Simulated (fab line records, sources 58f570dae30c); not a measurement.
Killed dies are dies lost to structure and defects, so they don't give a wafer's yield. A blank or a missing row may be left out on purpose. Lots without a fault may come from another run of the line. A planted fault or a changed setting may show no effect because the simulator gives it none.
fab line records | flow berkeley_cmos170
record lots=5 wafers=23
route steps=331 shown M1@238 V1@254 M2@283 M3@314
start_h: hours from the record's first day to the start of the lot's first wafer shown | wait_h: hours since the lot's step before | " the same as in the row above | L1.1+2: a row that stands for several wafers | - no value, or no start given | * or withheld: withheld | < > ~ a bound
route shown NAME@n: a module of which the file shows steps, and the number in the route of the first | usual: mean/standard deviation of fault-free wafers | same: alike in all rows | chamber/n: place in a boat | sites: the reading at each site | _std_site: their standard deviation | _edge_site: outer sites' mean less inner sites' | radius_mm: how far each site lies from the wafer's centre | mask NAME#n: copy n | behind: the tool/chamber that last shaped the wafer | hold: why the lot was held/for how many hours/how that ended | device: the transistor (n, p or np) that didn't switch | end of line: the same wafers' tests at the end of the route | a step without rows: its recipe alone | killed: dies lost to structure and defects at the first sort, not the wafer's yield | map: a wafer's dies, x killed, . not, _ none there
set.NAME: the setting as run; set.NAME@STEP: as run at that earlier step | model.NAME: the simulator's own value behind a step, which no gauge read
lots whose settings were changed on purpose; a table a step, a row a wafer
## steps
# step UCB170_M1_SPUTTER_00
# recipe material=Al target_thk_nm=600 time_s=80 power_w=6000 chamber_pressure_pa=0.5
# columns lot.wafer tool chamber start_h wait_h set.power_w model.Al_of_M1_SPUTTER_00.thk_nm
L074.1 pvd_sputter-01 - 134.51 0.0 6000 598
L074.2 " - " " 6000 601.4
L074.3 " - " " 5350 537.5
L074.4 " - " " 5350 526.2
L074.6 " - " " 5350 535.3
L076.2 pvd_sputter-03 - 156.55 0.0 6000 586.2
L076.3 " - " " 6000 592
L076.5 " - " " 6000 592.3
L079.1 pvd_sputter-01 - 161.70 0.0 6000 601.9
L079.2 " - " " 6392 629.2
L079.3 " - " " 6392 638.4
L079.5 " - " " 6000 596.9
L079.6 " - " " 6392 640.5
L078.1 pvd_sputter-04 - 164.41 0.0 6000 588.8
L078.3 " - " " 6000 593.9
L078.4 " - " " 6000 604.1
L078.5 " - " " 6000 608
L078.6 " - " " 6000 592.8
L080.1 pvd_sputter-03 - 183.50 0.0 6000 585.1
L080.3 " - " " 5721 569.2
L080.4 " - " " 5721 562.9
L080.5 " - " " 5721 558.5
L080.6 " - " " 6000 591.3
# step UCB170_M1_RS_MEAS_01
# recipe thk_meas_gauge=four-point-probe reads=Al_of_M1_SPUTTER_00
# usual M1_AL_RS=0.0485/0.00077
# columns lot.wafer tool chamber start_h wait_h set.power_w@M1_SPUTTER_00 M1_AL_RS[ohm/sq]
L074.1 film_metro-01 - 134.61 0.1 6000 0.0487
L074.2 " - " " 6000 0.0485
L074.3 " - " " 5350 0.0544
L074.4 " - " " 5350 0.0557
L074.6 " - " " 5350 0.0547
L076.2 film_metro-02 - 156.63 0.1 6000 0.0496
L076.3 " - " " 6000 0.0492
L076.5 " - " " 6000 0.0492
L079.1 film_metro-04 - 161.76 0.0 6000 0.0484
L079.2 " - " " 6392 0.0462
L079.3 " - " " 6392 0.0455
L079.5 " - " " 6000 0.0488
L079.6 " - " " 6392 0.0454
L078.1 film_metro-01 - 164.47 0.0 6000 0.0497
L078.3 " - " " 6000 0.0492
L078.4 " - " " 6000 0.0483
L078.5 " - " " 6000 0.0481
L078.6 " - " " 6000 0.0493
L080.1 film_metro-02 - 183.56 0.0 6000 0.0499
L080.3 " - " " 5721 0.0512
L080.4 " - " " 5721 0.0517
L080.5 " - " " 5721 0.0522
L080.6 " - " " 6000 0.0492
# step UCB170_M1_THK_MEAS_02
# recipe thk_meas_gauge=xrf reads=Al_of_M1_SPUTTER_00
# usual M1_AL_THK=604/9.6
# columns lot.wafer tool chamber start_h wait_h set.power_w@M1_SPUTTER_00 M1_AL_THK[nm]
L074.1 film_metro-01 - 134.73 0.1 6000 604
L074.2 " - " " 6000 607
L074.3 " - " " 5350 542
L074.4 " - " " 5350 531
L074.6 " - " " 5350 539
L076.2 film_metro-02 - 156.74 0.1 6000 594
L076.3 " - " " 6000 598
L076.5 " - " " 6000 598
L079.1 film_metro-04 - 161.88 0.1 6000 604
L079.2 " - " " 6392 634
L079.3 " - " " 6392 643
L079.5 " - " " 6000 599
L079.6 " - " " 6392 648
L078.1 film_metro-01 - 164.59 0.1 6000 594
L078.3 " - " " 6000 597
L078.4 " - " " 6000 605
L078.5 " - " " 6000 615
L078.6 " - " " 6000 597
L080.1 film_metro-02 - 183.68 0.1 6000 589
L080.3 " - " " 5721 575
L080.4 " - " " 5721 564
L080.5 " - " " 5721 562
L080.6 " - " " 6000 594
# step UCB170_M1_EXPOSE_06
# recipe mask_id=METAL1 target_cd_nm=700 na=0.5 sigma_outer=0.6 source_shape=conventional dose_mj=21
# columns lot.wafer tool chamber start_h wait_h mask set.dose_mj
L074.1+2+3+4+6 krf_scanner-02 0 135.24 - METAL1#0 21
L076.2+3+5 krf_scanner-02 0 157.38 - METAL1#0 21
L079.1+2+3+5+6 krf_scanner-02 0 162.51 - METAL1#0 21
L078.1+5+6 krf_scanner-01 0 165.23 - METAL1#0 22.06
L078.3+4 " 0 " " METAL1#0 21
L080.1+3+4+5+6 krf_scanner-02 0 184.34 - METAL1#0 21
# step UCB170_M1_PEB_07
# recipe peb_temp_c=130 peb_time_s=withheld resist=KrF
# step UCB170_M1_DEVELOP_08
# recipe developer=TMAH develop_time_s=45 resist=KrF dev_temp_c=21
# step UCB170_M1_ETCH_11
# recipe chemistry=N2/H2 target_depth_a=withheld overetch_a=withheld target=BARC time_s=withheld source_w=500 bias_w=100 pressure_mtorr=30 n2_flow_sccm=100 h2_flow_sccm=200
# step UCB170_M1_METAL_ETCH_12
# recipe chemistry=Cl2/BCl3 target=Al stop_on=PSG pressure_mtorr=12 target_depth_a=7800 over_etch_frac=0.3 time_s=130 icp_w=600 bias_w=120 Cl2_flow_sccm=90 bcl3_flow_sccm=45
# usual oes_product_au=0.864/0.016
# columns lot.wafer tool chamber start_h wait_h set.pressure_mtorr@CONTACT_CVD_01 set.power_w@M1_SPUTTER_00 oes_product_au model.PSG_of_CONTACT_CVD_01.thk_nm
L074.1 rie_metal-04 0 135.93 - 343.5 6000 0.874 721.3
L074.2 " 0 " " 343.5 6000 0.871 721.6
L074.3 " 0 " " 343.5 5350 0.816 -
L074.4 " 0 " " 343.5 5350 0.815 -
L074.6 " 0 " " 343.5 5350 0.820 -
L076.2 rie_metal-02 0 158.20 - 300 6000 0.843 650.1
L076.3 " 0 " " 300 6000 0.841 655.9
L076.5 " 0 " " 300 6000 0.849 648.8
L079.1 rie_metal-01 0 163.12 - 300 6000 0.881 656.8
L079.2 " 0 " " 300 6392 0.908 -
L079.3 " 0 " " 300 6392 0.913 -
L079.5 " 0 " " 300 6000 0.875 663.7
L079.6 " 0 " " 300 6392 0.912 -
L078.1 rie_metal-02 1 166.26 - 300 6000 0.854 664
L078.3 " 0 " " 300 6000 0.843 665.3
L078.4 " 1 " " 300 6000 0.859 673.4
L078.5 " 0 " " 300 6000 0.856 661.4
L078.6 " 1 " " 300 6000 0.865 669.2
L080.1 rie_metal-02 0 185.26 - 300 6000 0.842 654.2
L080.3 " 1 " " 300 5721 0.836 659.3
L080.4 " 0 " " 300 5721 0.810 659.1
L080.5 " 1 " " 300 5721 0.829 659.1
L080.6 " 0 " " 300 6000 0.842 656.6
# step UCB170_V1_CVD_00
# recipe material=SiO2 target_thk_nm=2000 temp_c=390 precursor=TEOS/O2 time_s=250 rf_w=550 pressure_mtorr=9000
# columns lot.wafer tool chamber start_h wait_h set.time_s model.SiO2_of_V1_CVD_00.thk_nm
L074.1 pecvd-02 1 141.41 0.0 250 1967
L074.2 " 2 " " 250 1949
L074.3 " 0 " " 274.3 2213
L074.4 " 0 " " 274.3 2237
L074.6 " 1 " " 250 1993
L076.2 pecvd-02 0 162.56 0.0 250 2013
L076.3 " 2 " " 250 1951
L076.5 " 0 " " 250 2028
L079.1 pecvd-04 0 166.81 0.0 250 1947
L079.2 " 0 " " 250 1973
L079.3 " 0 " " 250 1990
L079.5 " 0 " " 250 1970
L079.6 " 0 " " 250 1978
L078.1 pecvd-02 2 170.86 0.0 250 1946
L078.3 " 1 " " 215 1710
L078.4 " 0 " " 250 2033
L078.5 " 2 " " 215 1680
L078.6 " 1 " " 215 1723
L080.1 pecvd-01 2 188.85 0.0 250 1998
L080.3 " 1 " " 250 1953
L080.4 " 0 " " 270.6 2130
L080.5 " 1 " " 270.6 2155
L080.6 " 2 " " 270.6 2214
# step UCB170_V1_THK_MEAS_01
# recipe reads=SiO2_of_V1_CVD_00
# usual V1_TEOS_THK=1985/28
# columns lot.wafer tool chamber start_h wait_h set.time_s@V1_CVD_00 V1_TEOS_THK[nm]
L074.1 film_metro-04 - 141.56 0.1 250 1967
L074.2 " - " " 250 1950
L074.3 " - " " 274.3 2213
L074.4 " - " " 274.3 2237
L074.6 " - " " 250 1992
L076.2 film_metro-02 - 162.73 0.1 250 2014
L076.3 " - " " 250 1950
L076.5 " - " " 250 2029
L079.1 film_metro-04 - 167.28 0.4 250 1948
L079.2 " - " " 250 1974
L079.3 " - " " 250 1989
L079.5 " - " " 250 1969
L079.6 " - " " 250 1979
L078.1 film_metro-02 - 171.01 0.1 250 1946
L078.3 " - " " 215 1710
L078.4 " - " " 250 2034
L078.5 " - " " 215 1680
L078.6 " - " " 215 1723
L080.1 film_metro-04 - 189.01 0.1 250 1997
L080.3 " - " " 250 1953
L080.4 " - " " 270.6 2130
L080.5 " - " " 270.6 2156
L080.6 " - " " 270.6 2213
# step UCB170_M2_EXPOSE_12
# recipe mask_id=METAL2 target_cd_nm=700 na=0.5 sigma_outer=0.6 source_shape=conventional dose_mj=26
# columns lot.wafer tool chamber start_h wait_h mask set.dose_mj
L074.1+4+6 krf_scanner-02 0 149.36 - METAL2#0 26.64
L074.2+3 " 0 " " METAL2#0 26
L076.2+3+5 krf_scanner-02 0 167.10 - METAL2#0 26
L079.1+5+6 krf_scanner-01 0 175.84 - METAL2#0 26
L079.2+3 " 0 " " METAL2#0 24.99
L078.1+4+5 krf_scanner-02 0 177.14 - METAL2#0 26
L078.3+6 " 0 " " METAL2#0 25.12
L080.1+4+5 krf_scanner-01 0 196.17 - METAL2#0 27.51
L080.3+6 " 0 " " METAL2#0 26
# step UCB170_M2_PEB_13
# recipe peb_temp_c=130 peb_time_s=withheld resist=KrF
# columns lot.wafer tool chamber start_h wait_h set.peb_temp_c
L074.1+2+3 litho_track-01 0 149.72 0.3 133.7
L074.4+6 " 0 " " 130
L076.2+3+5 litho_track-03 0 167.26 0.1 130
L079.1+2 litho_track-02 0 176.66 0.8 127.2
L079.3+5+6 " 0 " " 130
L078.1+3 litho_track-01 0 177.93 0.8 130
L078.4+5+6 " 0 " " 128.7
L080.1+3+4+5+6 litho_track-02 0 196.28 0.1 130
# step UCB170_M2_DEVELOP_14
# recipe developer=TMAH develop_time_s=45 resist=KrF dev_temp_c=21
# step UCB170_M2_CD_MEAS_15
# recipe target_cd_nm=700
# usual cd_nm=699.8/1.2
# columns lot.wafer tool chamber start_h wait_h set.dose_mj@M2_EXPOSE_12 set.peb_temp_c@M2_PEB_13 cd_nm
L074.1 cd_sem-01 - 149.99 - 26.64 133.7 673.2
L074.2 " - " " 26 133.7 680.2
L074.3 " - " " 26 133.7 679.5
L074.4 " - " " 26.64 130 695.6
L074.6 " - " " 26.64 130 695.6
L076.2 cd_sem-02 - 167.53 - 26 130 698.8
L076.3 " - " " 26 130 699.6
L076.5 " - " " 26 130 698.7
L079.1 cd_sem-02 - 176.94 - 26 127.2 720.8
L079.2 " - " " 24.99 127.2 726.6
L079.3 " - " " 24.99 130 705.9
L079.5 " - " " 26 130 699.8
L079.6 " - " " 26 130 698.0
L078.1 cd_sem-02 - 178.21 - 26 130 699.9
L078.3 " - " " 25.12 130 706.0
L078.4 " - " " 26 128.7 708.8
L078.5 " - " " 26 128.7 708.3
L078.6 " - " " 25.12 128.7 715.6
L080.1 cd_sem-02 - 196.63 - 27.51 130 689.6
L080.3 " - " " 26 130 700.6
L080.4 " - " " 27.51 130 689.6
L080.5 " - " " 27.51 130 689.7
L080.6 " - " " 26 130 700.0
# step UCB170_M2_ETCH_17
# recipe chemistry=N2/H2 target_depth_a=withheld overetch_a=withheld target=BARC time_s=withheld source_w=500 bias_w=100 pressure_mtorr=30 n2_flow_sccm=100 h2_flow_sccm=200
# columns lot.wafer tool chamber start_h wait_h set.dose_mj@M2_EXPOSE_12 set.peb_temp_c@M2_PEB_13 model.M2.cd_nm
L074.1 rie_diel-01 1 150.15 0.0 26.64 133.7 673.5
L074.2 " 2 " " 26 133.7 681.2
L074.3 " 0 " " 26 133.7 679.7
L074.4+6 " 3 " " 26.64 130 696.1
L076.2 rie_diel-04 2 167.67 0.0 26 130 699.1
L076.3 " 3 " " 26 130 698.9
L076.5 " 1 " " 26 130 700.9
L079.1 rie_diel-02 1 177.09 0.0 26 127.2 721
L079.2 " 3 " " 24.99 127.2 725.4
L079.3 " 0 " " 24.99 130 705.6
L079.5 " 3 " " 26 130 698.7
L079.6 " 0 " " 26 130 697.8
L078.1 rie_diel-04 1 178.37 0.0 26 130 701.7
L078.3 " 3 " " 25.12 130 704.6
L078.4 " 0 " " 26 128.7 707.9
L078.5 " 2 " " 26 128.7 708.4
L078.6 " 3 " " 25.12 128.7 714.7
L080.1 rie_diel-01 3 196.78 0.0 27.51 130 689.7
L080.3 " 0 " " 26 130 700
L080.4 " 2 " " 27.51 130 690.7
L080.5 " 1 " " 27.51 130 689.3
L080.6 " 0 " " 26 130 699.8
# step UCB170_M2_METAL_ETCH_18
# recipe chemistry=Cl2/BCl3 target=Al stop_on=SiO2 pressure_mtorr=12 target_depth_a=11700 over_etch_frac=0.3 time_s=195 icp_w=600 bias_w=120 Cl2_flow_sccm=90 bcl3_flow_sccm=45
# columns lot.wafer tool chamber start_h wait_h set.peb_temp_c@M2_PEB_13 model.M2.cd_nm
L074.1 rie_metal-03 0 150.19 - 133.7 677
L074.2 " 1 " " 133.7 686.8
L074.3 " 0 " " 133.7 682.2
L074.4 " 1 " " 130 703.5
L074.6 " 0 " " 130 700
L076.2 rie_metal-03 1 167.71 - 130 703.8
L076.3 " 1 " " 130 703.4
L076.5 " 1 " " 130 703.5
L079.1 rie_metal-02 0 177.14 - 127.2 721.2
L079.2 " 1 " " 127.2 728.6
L079.3 " 1 " " 130 704.8
L079.5 " 0 " " 130 700.4
L079.6 " 1 " " 130 697.1
L078.1 rie_metal-04 1 178.41 - 130 704.4
L078.3 " 0 " " 130 701.4
L078.4 " 1 " " 128.7 709.7
L078.5 " 0 " " 128.7 705.3
L078.6 " 1 " " 128.7 715.9
L080.1 rie_metal-03 1 196.82 - 130 691.6
L080.3 " 1 " " 130 702.1
L080.4 " 0 " " 130 685
L080.5 " 1 " " 130 691.3
L080.6 " 0 " " 130 695.7
# step UCB170_M2_STRIP_19
# recipe chemistry=O2 power_w=400 pressure_mtorr=3500 platen_temp_c=withheld o2_flow_sccm=400 overash_fraction=0.5
# step UCB170_M2_CD_MEAS_90
# recipe target_cd_nm=700
# usual cd_nm=700/3.4
# columns lot.wafer tool chamber start_h wait_h set.peb_temp_c@M2_PEB_13 cd_nm
L074.1 cd_sem-01 - 150.48 0.1 133.7 677
L074.2 " - " " 133.7 687
L074.3 " - " " 133.7 682
L074.4 " - " " 130 703
L074.6 " - " " 130 700
L076.2 cd_sem-01 - 168.02 0.1 130 704
L076.3 " - " " 130 703
L076.5 " - " " 130 704
L079.1 cd_sem-01 - 177.49 0.1 127.2 721
L079.2 " - " " 127.2 728
L079.3 " - " " 130 705
L079.5 " - " " 130 700
L079.6 " - " " 130 697
L078.1 cd_sem-01 - 178.73 0.1 130 704
L078.3 " - " " 130 701
L078.4 " - " " 128.7 709
L078.5 " - " " 128.7 706
L078.6 " - " " 128.7 716
L080.1 cd_sem-02 - 197.11 0.1 130 691
L080.3 " - " " 130 702
L080.4 " - " " 130 685
L080.5 " - " " 130 691
L080.6 " - " " 130 696
# step UCB170_M3_COAT_05
# recipe resist=KrF spin_rpm=1500 resist_thk_nm=900
# columns lot.wafer tool chamber start_h wait_h set.spin_rpm model.KrF_of_M3_COAT_05.thk_nm
L074.1 litho_track-04 0 154.46 0.1 1500 899.2
L074.2 " 0 " " 1593 872
L074.3 " 0 " " 1593 873.2
L074.4 " 0 " " 1593 871.5
L074.6 " 0 " " 1500 898.3
L076.2 litho_track-01 0 174.76 0.1 1500 904.4
L076.3 " 0 " " 1500 900.2
L076.5 " 0 " " 1500 900.6
L079.1+6 litho_track-03 0 181.64 0.1 1500 898.2
L079.2 " 0 " " 1500 899.5
L079.3 " 0 " " 1500 899.1
L079.5 " 0 " " 1500 897.1
L078.1 litho_track-01 0 182.96 0.1 1500 897.9
L078.3 " 0 " " 1500 898
L078.4 " 0 " " 1500 895.6
L078.5 " 0 " " 1500 894.7
L078.6 " 0 " " 1500 898.7
L080.1 litho_track-03 0 202.26 0.1 1500 906
L080.3 " 0 " " 1606 875.4
L080.4 " 0 " " 1500 904.4
L080.5 " 0 " " 1606 874.7
L080.6 " 0 " " 1500 902.4
# step UCB170_M3_SOFTBAKE_06
# recipe resist=KrF temp_c=130 time_s=60
# step UCB170_M3_STRIP_07
# recipe chemistry=O2 power_w=400 pressure_mtorr=3500 platen_temp_c=withheld o2_flow_sccm=400 overash_fraction=0.5
# usual strip_time_to_endpoint_s=21.94/0.063
# columns lot.wafer tool chamber start_h wait_h set.spin_rpm@M3_COAT_05 strip_time_to_endpoint_s
L074.1 plasma_asher-03 0 154.76 0.1 1500 21.94
L074.2 " 1 " " 1593 21.29
L074.3 " 1 " " 1593 21.33
L074.4 " 0 " " 1593 21.29
L074.6 " 0 " " 1500 21.92
L076.2 plasma_asher-04 0 175.03 0.1 1500 22.08
L076.3 " 0 " " 1500 21.97
L076.5 " 0 " " 1500 21.97
L079.1 plasma_asher-02 0 181.94 0.1 1500 21.91
L079.2 " 1 " " 1500 21.97
L079.3 " 0 " " 1500 21.94
L079.5 " 1 " " 1500 21.91
L079.6 " 0 " " 1500 21.93
L078.1 plasma_asher-04 1 183.26 0.1 1500 21.92
L078.3 " 1 " " 1500 21.92
L078.4 " 0 " " 1500 21.87
L078.5 " 1 " " 1500 21.83
L078.6 " 0 " " 1500 21.95
L080.1 plasma_asher-04 0 202.56 0.1 1500 22.13
L080.3 " 0 " " 1606 21.39
L080.4 " 1 " " 1500 22.07
L080.5 " 0 " " 1606 21.36
L080.6 " 1 " " 1500 22.02
## key
split step=UCB170_M1_SPUTTER_00 setting=power_w stated=6000 by=wafer
response step=UCB170_M1_SPUTTER_00 reading=model.Al_of_M1_SPUTTER_00.thk_nm change=+5.93 per=1% r=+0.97
response step=UCB170_M1_RS_MEAS_01 reading=M1_AL_RS change=-0.000534 per=1% r=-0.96
response step=UCB170_M1_THK_MEAS_02 reading=M1_AL_THK change=+6.13 per=1% r=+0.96
response step=UCB170_M1_METAL_ETCH_12 reading=oes_product_au change=+0.00493 per=1% r=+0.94
split step=UCB170_M1_EXPOSE_06 setting=dose_mj stated=21 by=wafer
response none clear
split step=UCB170_V1_CVD_00 setting=time_s stated=250 by=wafer
response step=UCB170_V1_CVD_00 reading=model.SiO2_of_V1_CVD_00.thk_nm change=+22.4 per=1% r=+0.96
response step=UCB170_V1_THK_MEAS_01 reading=V1_TEOS_THK change=+22.5 per=1% r=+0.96
split step=UCB170_M2_EXPOSE_12 setting=dose_mj stated=26 by=wafer
response step=UCB170_M2_CD_MEAS_15 reading=cd_nm slope=-1.96 per=1% together_with=peb_temp_c@M2_PEB_13 explained=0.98
response step=UCB170_M2_ETCH_17 reading=model.M2.cd_nm slope=-1.81 per=1% together_with=peb_temp_c@M2_PEB_13 explained=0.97
split step=UCB170_M2_PEB_13 setting=peb_temp_c stated=130 by=wafer
response step=UCB170_M2_CD_MEAS_15 reading=cd_nm change=-7.81 per=1% r=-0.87
response step=UCB170_M2_ETCH_17 reading=model.M2.cd_nm change=-7.77 per=1% r=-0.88
response step=UCB170_M2_METAL_ETCH_18 reading=model.M2.cd_nm change=-8.4 per=1% r=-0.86
response step=UCB170_M2_CD_MEAS_90 reading=cd_nm change=-8.4 per=1% r=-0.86
split step=UCB170_M3_COAT_05 setting=spin_rpm stated=1500 by=wafer
response step=UCB170_M3_COAT_05 reading=model.KrF_of_M3_COAT_05.thk_nm change=-4.2 per=1% r=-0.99
response step=UCB170_M3_STRIP_07 reading=strip_time_to_endpoint_s change=* per=1% r=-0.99
split outside_this_file step=UCB170_CONTACT_CVD_01 setting=pressure_mtorr
# split outside_this_file: this setting was split too, and the file shows its column; the key of that split is in another file
